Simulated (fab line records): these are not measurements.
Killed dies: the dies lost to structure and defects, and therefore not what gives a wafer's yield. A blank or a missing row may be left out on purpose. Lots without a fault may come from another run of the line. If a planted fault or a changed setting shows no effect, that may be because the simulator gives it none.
fab line records + flow ritCmos
[record]
- lots = 14
- wafers = 42
- lastDay = 8
route steps=202 shown GATE@96 M1@202
lots that met no fault: from a run of the same line without faults
startH: the number of hours between the record's first day and the start of the first shown wafer of the lot + waitH: hours from the lot's prior step to this one + " as in the row above + L1.1+2: a single row standing in for several wafers + - either no value or no given start + * or withheld: withheld + < > ~ a bound
route shown NAME@n: names a module that has steps shown in the file, with the first one's number in the route + usual: mean/standard deviation of fault-free wafers + same: alike in all rows + chamber/n: place in a boat + sites: each site's reading + _std_site: how widely they spread, as a standard deviation + _edge_site: inner sites' mean taken away from outer sites' mean + radiusMm: for every site, how far away it sits from the centre of the wafer + mask NAME#n: copy n + behind: the most recent tool/chamber to have shaped the wafer + hold: what put the lot on hold/how long, in hours/how the hold closed + device: names the non-switching transistor (n, p or np) + end of line: the tests these same wafers got at the end of their route + a step given without rows: its recipe and nothing more + killed: not the wafer's yield, but the dies lost to structure and defects at the first sort + map: shows each die of a wafer: x if killed, . if not, _ if none is there
set.NAME: the setting that was run; set.NAME@STEP: the one run at that earlier step + model.NAME: the simulator's own value behind a step, which no gauge read
steps of the route over a sample of lots; a table a step, a row a wafer
services: the hour from which a tool's chamber was out of use, counted from the record's first day as startH (under 0 if before that day), plus the number of hours and why
[[steps]]
[step RIT_GATE_STRIP_20]
[recipe]
- chemistry = O2
- timeS = 180
- resist = NOVOLAK
- platenTempC = withheld
- powerW = 500
- pressureMtorr = 4000
- o2FlowSccm = 4000
[usual]
- drypumpMotorCurrentA = 5.9/0.49
| lot.wafer | tool           | chamber | startH | waitH | drypumpMotorCurrentA | rfHoursCounterH |
|-----------|----------------|---------|--------|-------|----------------------|-----------------|
| L397.1    | plasmaAsher-03 | 0       | 38.52  | 0.1   | 6.0                  | 40              |
| L397.2    | "              | 1       | "      | "     | 6.8                  | 40              |
| L397.4    | "              | 0       | "      | "     | 6.0                  | -               |
| L398.3    | plasmaAsher-04 | 0       | 48.74  | 0.1   | 5.8                  | -               |
| L398.4    | "              | 1       | "      | "     | 5.4                  | -               |
| L398.6    | "              | 1       | "      | "     | 5.4                  | -               |
| L399.1    | plasmaAsher-03 | 0       | 50.68  | 0.1   | 6.0                  | 41              |
| L399.3    | "              | 0       | "      | "     | 6.1                  | -               |
| L399.6    | "              | 0       | "      | "     | 6.0                  | -               |
| L400.2    | plasmaAsher-04 | 0       | 54.80  | 0.1   | 5.8                  | 42              |
| L400.4    | "              | 0       | "      | "     | 5.8                  | -               |
| L400.6    | "              | 0       | "      | "     | 5.8                  | -               |
| L401.1    | plasmaAsher-03 | 0       | 60.80  | 0.1   | 6.0                  | 42              |
| L401.5    | "              | 0       | "      | "     | 6.0                  | -               |
| L401.6    | "              | 1       | "      | "     | 6.8                  | -               |
| L402.1    | plasmaAsher-03 | 1       | 67.06  | 0.1   | 6.8                  | 43              |
| L402.5    | "              | 0       | "      | "     | 6.0                  | -               |
| L402.6    | "              | 1       | "      | "     | 6.8                  | -               |
| L403.3    | plasmaAsher-01 | 1       | 72.89  | 0.1   | 5.9                  | -               |
| L403.5    | "              | 0       | "      | "     | 5.4                  | -               |
| L403.6    | "              | 1       | "      | "     | 5.8                  | -               |
| L404.1    | plasmaAsher-04 | 1       | 74.18  | 0.1   | 5.4                  | 44              |
| L404.3    | "              | 1       | "      | "     | 5.4                  | -               |
| L404.4    | "              | 0       | "      | "     | 5.8                  | -               |
| L405.2    | plasmaAsher-01 | 0       | 80.72  | 0.1   | 5.4                  | 27              |
| L405.4    | "              | 1       | "      | "     | 5.8                  | -               |
| L405.6    | "              | 1       | "      | "     | 5.9                  | -               |
| L408.2    | plasmaAsher-03 | 1       | 96.39  | 0.1   | 6.8                  | 46              |
| L408.4    | "              | 1       | "      | "     | 6.8                  | -               |
| L408.6    | "              | 0       | "      | "     | 6.0                  | -               |
| L410.1    | plasmaAsher-01 | 1       | 112.89 | 0.1   | 5.8                  | 31              |
| L410.2    | "              | 0       | "      | "     | 5.4                  | 31              |
| L410.6    | "              | 0       | "      | "     | 5.4                  | -               |
| L411.1    | plasmaAsher-03 | 0       | 113.14 | 0.1   | 6.0                  | 47              |
| L411.2    | "              | 1       | "      | "     | 6.8                  | 47              |
| L411.4    | "              | 0       | "      | "     | 6.0                  | -               |
| L420.1    | plasmaAsher-01 | 1       | 172.06 | 0.1   | 5.8                  | 36              |
| L420.3    | "              | 0       | "      | "     | 5.4                  | -               |
| L420.4    | "              | 1       | "      | "     | 5.8                  | -               |
| L419.1    | plasmaAsher-01 | 1       | 172.34 | 0.1   | 5.9                  | 36              |
| L419.2    | "              | 0       | "      | "     | 5.4                  | 36              |
| L419.3    | "              | 1       | "      | "     | 5.8                  | -               |
[step RIT_M1_PROBE_99]
[usual]
- killed_at_M0_to_M3 = 0.0/0.14
- killedAtContacts = 0.1/0.3
- killedAtFrontEnd = 7/3.1
- killedDies = 7/3.1
- killedOnRim = 1.9/1.5
- killedOpen = 3.8/2.3
- killedShort = 3.2/1.9
[same]
- grossDies = 264
- killed_at_M4_up = 0
- killedAtBackSide = 0
- killedAtOther = 0
| lot.wafer | tool      | chamber | startH | waitH | killed_at_M0_to_M3 | killedAtContacts | killedAtFrontEnd | killedDies | killedOnRim | killedOpen | killedShort |
|-----------|-----------|---------|--------|-------|--------------------|------------------|------------------|------------|-------------|------------|-------------|
| L410.1    | prober-02 | -       | 135.90 | 0.1   | 0                  | 0                | 10               | 10         | 4           | 5          | 5           |
| L410.2    | prober-02 | -       | 135.95 | 0.1   | 0                  | 0                | 6                | 6          | 3           | 6          | 0           |
| L410.6    | prober-02 | -       | 136.15 | 0.2   | 0                  | 0                | 17               | 17         | 9           | 14         | 3           |
| L411.1    | prober-01 | -       | 137.40 | 0.1   | 0                  | 0                | 8                | 8          | 5           | 7          | 1           |
| L411.2    | prober-01 | -       | 137.45 | 0.1   | 0                  | 0                | 7                | 7          | 2           | 4          | 3           |
| L411.4    | prober-01 | -       | 137.55 | 0.2   | 0                  | 0                | 9                | 9          | 1           | 5          | 4           |
| L420.1    | prober-02 | -       | 194.34 | 0.1   | 0                  | 0                | 30               | 30         | 5           | 2          | 2           |
| L420.3    | prober-02 | -       | 194.44 | 0.2   | 0                  | 0                | 29               | 29         | 11          | 8          | 2           |
| L420.4    | prober-02 | -       | 194.49 | 0.2   | 0                  | 0                | 33               | 33         | 6           | 4          | 2           |
| L419.1    | prober-01 | -       | 195.84 | 0.1   | 0                  | 0                | 32               | 32         | 5           | 1          | 2           |
| L419.2    | prober-01 | -       | 195.89 | 0.1   | 0                  | 0                | 25               | 25         | 8           | 4          | 2           |
| L419.3    | prober-01 | -       | 195.94 | 0.2   | 0                  | 1                | 30               | 31         | 7           | 4          | 4           |
// killed by level:class
L410.1 GATE:geometricParticle:short=2 REOX:geometricParticle:open=2 FOX2:geometricParticle:short=1 GATE:geometricParticle:open=1 SPACER:geometricParticle:short=1 SPACER:geometricParticle:open=1 SILICIDE:geometricParticle:open=1 SILICIDE:geometricParticle:short=1
L410.2 FOX2:geometricParticle:open=2 SPACER:geometricParticle:open=2 GATE:geometricParticle:open=1 SILICIDE:geometricParticle:open=1
L410.6 FOX2:geometricParticle:open=7 FOX1:geometricParticle:open=3 SILICIDE:geometricParticle:open=3 FOX1:geometricParticle:short=2 GATE:geometricParticle:short=1 GATE:geometricParticle:open=1
L411.1 FOX1:geometricParticle:open=2 ACTIVE:geometricParticle:open=1 GATE:geometricParticle:open=1 GATE:geometricParticle:short=1 REOX:geometricParticle:open=1 SPACER:geometricParticle:open=1 SILICIDE:geometricParticle:open=1
L411.2 GATE:geometricParticle:short=2 REOX:geometricParticle:open=2 FOX1:geometricParticle:open=1 GATE:geometricParticle:open=1 SILICIDE:geometricParticle:short=1
L411.4 GATE:geometricParticle:open=2 REOX:geometricParticle:short=2 GATE:geometricParticle:short=1 REOX:geometricParticle:open=1 SPACER:geometricParticle:short=1 SPACER:geometricParticle:open=1 SILICIDE:geometricParticle:open=1
L420.1 GATE:unspecified=26 GATE:geometricParticle:short=1 GATE:geometricParticle:open=1 REOX:geometricParticle:open=1 SPACER:geometricParticle:short=1
L420.3 GATE:unspecified=19 GATE:geometricParticle:open=3 GATE:geometricParticle:short=2 REOX:geometricParticle:open=2 FOX1:geometricParticle:open=1 FOX2:geometricParticle:open=1 SPACER:geometricParticle:open=1
L420.4 GATE:unspecified=27 SPACER:geometricParticle:open=2 SPACER:geometricParticle:short=2 FOX1:geometricParticle:open=1 REOX:geometricParticle:open=1
L419.1 GATE:unspecified=29 GATE:geometricParticle:short=2 FOX1:geometricParticle:open=1
L419.2 GATE:unspecified=19 SILICIDE:geometricParticle:open=2 SILICIDE:geometricParticle:short=2 GATE:geometricParticle:open=1 SPACER:geometricParticle:open=1
L419.3 GATE:unspecified=23 REOX:geometricParticle:short=2 FOX1:geometricParticle:short=1 FOX2:geometricParticle:open=1 GATE:geometricParticle:open=1 GATE:geometricParticle:short=1 REOX:geometricParticle:open=1 CONTACT:geometricParticle:open=1
[[services]]
| tool           | chamber | startH | hours | kind   |
|----------------|---------|--------|-------|--------|
| plasmaAsher-01 | -       | 169.32 | 2.1   | repair |
[[key]]
[firstSign]
- step = RIT_M1_PROBE_99
- reading = killedDies
- direction = up
- sigmas = 7.5
- usual = 7
- struck = 30
[effect]
- step = RIT_M1_PROBE_99
- reading = killedAtFrontEnd
- direction = up
- sigmas = 7.4
- usual = 7
- struck = 30
metAt RIT_GATE_STRIP_20
struckLots L419,L420
testerLeftOut L419,L420
onsetBetween 112.89 172.06
alsoFits time
[fault]
- kind = chamberParticleSource
- tool = plasmaAsher-01
- chamber = -
- onsetH = 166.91
- steps = RIT_GATE_STRIP_20
- ratePerVisitCm2 = 0.4959
- endH = 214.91
// testerLeftOut: of these lots the tester's yield and bins aren't shown, on N5 and GAA mostly nor the transistor test; their killed dies are dies lost to structure and defects alone, not to doping, threshold or leakage, so they don't give the yield
